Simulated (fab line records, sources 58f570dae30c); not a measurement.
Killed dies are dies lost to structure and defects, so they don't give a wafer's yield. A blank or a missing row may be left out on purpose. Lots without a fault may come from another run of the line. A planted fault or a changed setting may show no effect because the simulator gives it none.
Problem report in the 8D (eight disciplines) form, filled by code | flow berkeley_cmos170 | the parts of the form that need people (team, actions taken, sign-off) are left out

1. THE PROBLEM
NLDD_TW at UCB170_NLDD_TW_MEAS_11 reads a mean of 2316 on 6 wafers of 2 lots; wafers without a fault read 2207 with a standard deviation of 15. That is +7.3 standard deviations from the usual mean.
First seen on wafer L828.2, day 9 19:08, on film_metro-01. The record holds 42 wafers of 14 lots with a number at this step. Rule for "out", or "out of limits": more than 4 standard deviations from the usual mean. The other wafers with a number count as sound.

2. WHAT IT IS AND WHAT IT IS NOT
question                    | is                           | is not
which readings at this step | NLDD_TW                      | -
which lots                  | L828, L832                   | L815, L817, L818, L820, L821, L823, L825, L826, L831, L835, L836, L838
which wafers of those lots  | all that have a number       | -
read on which gauges        | film_metro-01, film_metro-04 | film_metro-03
when                        | from day 9 19:08             | up to then (27 sound wafers); but 9 sound wafers of L835, L836, L838 came after

3. SUSPECTS, AND WHAT RULES EACH OUT
Counting: a tool at a process step up to the reading stays a suspect if it ran every lot that is out and no sound lot after the first of them.
- the gauge at UCB170_NLDD_TW_MEAS_11: ruled out. The wafers that are out were read on 2 gauges (film_metro-01, film_metro-04).
- implanter-01 at UCB170_NLDD_IMPLANT_09: kept. It ran every lot that is out, first L828 (day 9 18:55), and no sound lot after that; its last sound lot up to then is L823 (day 8 05:16). Its own readings are out on those wafers: dose_ions_cm2, faraday_current_uA.
Left after counting: implanter-01 at UCB170_NLDD_IMPLANT_09.

4. THE CAUSE (what the simulator had put in)
Process parameter drift: implanter-01, from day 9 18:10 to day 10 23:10, at UCB170_NLDD_IMPLANT_09. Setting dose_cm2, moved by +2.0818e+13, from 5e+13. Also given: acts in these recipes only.
Counting left only this tool.

5. THE CHAIN OF EFFECTS, in route order
Each row: a reading whose mean over the struck wafers that have a number lies more than 3 standard deviations from the usual. Only readings for which the record gives a usual standard deviation are gone through. hours: the time from each lot's start at the first step in this table that gives one to its start at this step, as a median over the lots. sigmas: the change in usual standard deviations.
hours | step                       | reading            | usual        | on struck wafers | change     | sigmas
0     | UCB170_NLDD_IMPLANT_09     | dose_ions_cm2      | 5.001e+13    | 7.082e+13        | +2.081e+13 | +99 or more
0     | UCB170_NLDD_IMPLANT_09     | faraday_current_uA | 159          | 223              | +64        | +19
0     | UCB170_NLDD_TW_MEAS_11     | NLDD_TW            | 2207         | 2316             | +109       | +7.3
12    | UCB170_SDANNEAL_RS_MEAS_05 | NLDD_RS            | 616.2 ohm/sq | 541.7            | -74.5      | -57
The process steps in it:
- UCB170_NLDD_IMPLANT_09
Later measuring or inspecting steps at which every struck wafer that the step has a row for has a number for every such reading, and none has moved that far: UCB170_SPACER_THK_MEAS_01.

6. WHAT WOULD HAVE CAUGHT IT SOONER
In this record the first reading out of limits at a measuring or inspecting step was taken at day 9 19:08, 1 hour after the fault began at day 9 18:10.
The tool's own readings at UCB170_NLDD_IMPLANT_09 were out on every struck wafer that the step has a row for (dose_ions_cm2, faraday_current_uA): an alarm limit on them would have fired on the first of those.
Of the lots that are out (2), L832 began UCB170_NLDD_IMPLANT_09 on implanter-01 after day 9 19:08. A hold on the tool at that time would have spared it.
